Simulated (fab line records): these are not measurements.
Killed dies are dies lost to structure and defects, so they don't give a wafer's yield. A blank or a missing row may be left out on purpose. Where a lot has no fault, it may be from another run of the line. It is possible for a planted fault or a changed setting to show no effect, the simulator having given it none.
The tool behind it: which one? / flow berkeleyCmos170 / 14 lots with 42 wafers sampled at 2 steps, on a route of 331 steps

## WHAT EACH GAUGE READ, for each wafer
UCB170_FIELD_THK_MEAS_91.
lot=L383; measured=day 5 22:11; on=filmMetro-04; FIELD_OXIDE_LEFT_2_THK (nm)=369 369 372
lot=L384; measured=day 5 22:10; on=filmMetro-01; FIELD_OXIDE_LEFT_2_THK (nm)=352 352 363
lot=L385; measured=day 6 00:10; on=filmMetro-01; FIELD_OXIDE_LEFT_2_THK (nm)=373 371 371
lot=L386; measured=day 6 00:25; on=filmMetro-04; FIELD_OXIDE_LEFT_2_THK (nm)=355 362 357
lot=L387; measured=day 6 00:40; on=filmMetro-01; FIELD_OXIDE_LEFT_2_THK (nm)=368 366 369
lot=L388; measured=day 6 15:05; on=filmMetro-01; FIELD_OXIDE_LEFT_2_THK (nm)=387 375 373
lot=L396; measured=day 8 12:29; on=filmMetro-01; FIELD_OXIDE_LEFT_2_THK (nm)=352 352 354
lot=L399; measured=day 9 12:59; on=filmMetro-01; FIELD_OXIDE_LEFT_2_THK (nm)=356 353 360
lot=L398; measured=day 9 13:04; on=filmMetro-03; FIELD_OXIDE_LEFT_2_THK (nm)=369 358 365
lot=L401; measured=day 10 00:07; on=filmMetro-04; FIELD_OXIDE_LEFT_2_THK (nm)=351 351 346
lot=L402; measured=day 9 23:47; on=filmMetro-03; FIELD_OXIDE_LEFT_2_THK (nm)=356 360 363
lot=L403; measured=day 10 09:36; on=filmMetro-01; FIELD_OXIDE_LEFT_2_THK (nm)=357 352 362
lot=L404; measured=day 10 09:53; on=filmMetro-01; FIELD_OXIDE_LEFT_2_THK (nm)=369 364 357
lot=L405; measured=day 11 05:06; on=filmMetro-01; FIELD_OXIDE_LEFT_2_THK (nm)=358 370 359

## TOOL THAT RAN EACH LOT (tool first, then ch and the chambers of the sampled wafers, then the start)
lot=L383; UCB170_NWELL_HMDS_06=lithoTrack-03 ch 0, day 2 10:26
lot=L384; UCB170_NWELL_HMDS_06=lithoTrack-01 ch 0, day 2 14:26
lot=L385; UCB170_NWELL_HMDS_06=lithoTrack-01 ch 0, day 2 17:05
lot=L386; UCB170_NWELL_HMDS_06=lithoTrack-03 ch 0, day 2 23:35
lot=L387; UCB170_NWELL_HMDS_06=lithoTrack-01 ch 0, day 3 00:45
lot=L388; UCB170_NWELL_HMDS_06=lithoTrack-01 ch 0, day 3 12:21
lot=L396; UCB170_NWELL_HMDS_06=lithoTrack-03 ch 0, day 5 01:50
lot=L399; UCB170_NWELL_HMDS_06=lithoTrack-03 ch 0, day 5 15:28
lot=L398; UCB170_NWELL_HMDS_06=lithoTrack-04 ch 0, day 5 15:51
lot=L401; UCB170_NWELL_HMDS_06=lithoTrack-01 ch 0, day 6 05:28
lot=L402; UCB170_NWELL_HMDS_06=lithoTrack-04 ch 0, day 6 09:55
lot=L403; UCB170_NWELL_HMDS_06=lithoTrack-04 ch 0, day 6 15:54
lot=L404; UCB170_NWELL_HMDS_06=lithoTrack-04 ch 0, day 6 17:59
lot=L405; UCB170_NWELL_HMDS_06=lithoTrack-03 ch 0, day 7 02:26
- UCB170_NWELL_HMDS_06: prime time 60 s.

## AS READ BY THE TOOLS THEMSELVES (means over the sampled wafers that have a number; for cases with no such wafer, the mark the record gives instead)
UCB170_NWELL_HMDS_06.
lot=L383; tool=lithoTrack-03; primeTempC (C)=100.03
lot=L384; tool=lithoTrack-01; primeTempC (C)=99.89
lot=L385; tool=lithoTrack-01; primeTempC (C)=100.02
lot=L386; tool=lithoTrack-03; primeTempC (C)=100.24
lot=L387; tool=lithoTrack-01; primeTempC (C)=92.30
lot=L388; tool=lithoTrack-01; primeTempC (C)=92.34
lot=L396; tool=lithoTrack-03; primeTempC (C)=100.09
lot=L399; tool=lithoTrack-03; primeTempC (C)=100.04
lot=L398; tool=lithoTrack-04; primeTempC (C)=99.91
lot=L401; tool=lithoTrack-01; primeTempC (C)=99.96
lot=L402; tool=lithoTrack-04; primeTempC (C)=100.00
lot=L403; tool=lithoTrack-04; primeTempC (C)=99.93
lot=L404; tool=lithoTrack-04; primeTempC (C)=99.86
lot=L405; tool=lithoTrack-03; primeTempC (C)=100.26

## THE ANSWER, worked out from the rows above alone
Rule: usual is defined by the lots themselves. Put in order of their means at a reading, lots are off if they are a third of the lots or fewer, leave a main group of 4 or more, and stand apart from it by a gap of 3 or more times the standard deviation of the main group's means; of several such gaps the widest counts. The tables above print the reading to a certain number of digits; a main group whose means all agree to those digits is not used. Also off: a lot with no number at a reading for which 4 or more lots have one. Any other lot the step has rows for is counted as sound. Order of review: gauges by route order, followed by the tools' own readings, for which a lot's mean as printed above is used. The first step at which some lot is off is used, and at that step the reading that is off furthest; a lot without a number counts as furthest.
Off, at UCB170_NWELL_HMDS_06 on primeTempC: L387, L388. Main group: mean 100.02 C, sd 0.12.
If a tool, at that step or one of the process steps before it, ran each lot that is off and ran no sound lot following the first of them, it fits. No candidate that was tried fits.

## WHAT WAS PUT IN BY THE SIMULATOR
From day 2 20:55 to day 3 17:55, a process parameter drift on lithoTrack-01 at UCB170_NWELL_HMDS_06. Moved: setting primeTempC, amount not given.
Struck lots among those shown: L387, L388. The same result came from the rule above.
